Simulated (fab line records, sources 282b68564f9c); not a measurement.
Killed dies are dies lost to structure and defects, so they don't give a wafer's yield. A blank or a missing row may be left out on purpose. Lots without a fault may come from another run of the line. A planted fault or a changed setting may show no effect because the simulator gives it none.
Which tool did it? | flow rit_cmos | 6 lots, 18 wafers sampled, at 2 steps of a route of 202

WHAT THE GAUGES READ, wafer by wafer
RIT_GATE_CD_MEAS_16: target cd 150 nm.
lot  | measured    | on        | cd_nm (nm)
L387 | day 3 03:34 | cd_sem-02 | 148.7 146.5 145.3
L390 | day 3 14:35 | cd_sem-02 | 149.2 149.5 150.6
L394 | day 4 15:07 | cd_sem-01 | 123.0 122.9 123.3
L402 | day 6 03:47 | cd_sem-02 | 151.4 152.7 152.7
L405 | day 6 17:45 | cd_sem-01 | 151.6 151.4 152.8
L407 | day 7 07:04 | cd_sem-02 | 145.3 146.5 147.1

WHICH TOOL RAN EACH LOT (tool, then ch and the chambers of the sampled wafers, then the start)
lot  | RIT_GATE_EXPOSE_13
L387 | iline_stepper-02 ch 0, day 3 03:01
L390 | iline_stepper-02 ch 0, day 3 14:11
L394 | iline_stepper-01 ch 0, day 4 14:43
L402 | iline_stepper-02 ch 0, day 6 03:22
L405 | iline_stepper-01 ch 0, day 6 17:11
L407 | iline_stepper-01 ch 0, day 7 06:40
- RIT_GATE_EXPOSE_13: exposes mask M6, target cd 150 nm.

THE ANSWER, worked out from the rows above alone
Rule: what is usual is taken from the lots themselves. Put in order of their means at a reading, lots are off if they are a third of the lots or fewer, leave a main group of 4 or more, and stand apart from it by a gap of 3 or more times the standard deviation of the main group's means; of several such gaps the widest counts. A main group whose means are all the same, to the digits that the tables above print for the reading, isn't used. A lot without any number at a reading at which 4 lots or more have one is off too. The other lots that the step has rows for count as sound.
Off: L394, at RIT_GATE_CD_MEAS_16 (cd_nm). The main group: mean 149.4 nm, standard deviation 2.5.
A tool fits if, at a process step before that reading, it ran every lot that is off, and no sound lot after the first of them. The gauges at RIT_GATE_CD_MEAS_16 are tried like those tools. None of those tried fits.

WHAT THE SIMULATOR HAD PUT IN
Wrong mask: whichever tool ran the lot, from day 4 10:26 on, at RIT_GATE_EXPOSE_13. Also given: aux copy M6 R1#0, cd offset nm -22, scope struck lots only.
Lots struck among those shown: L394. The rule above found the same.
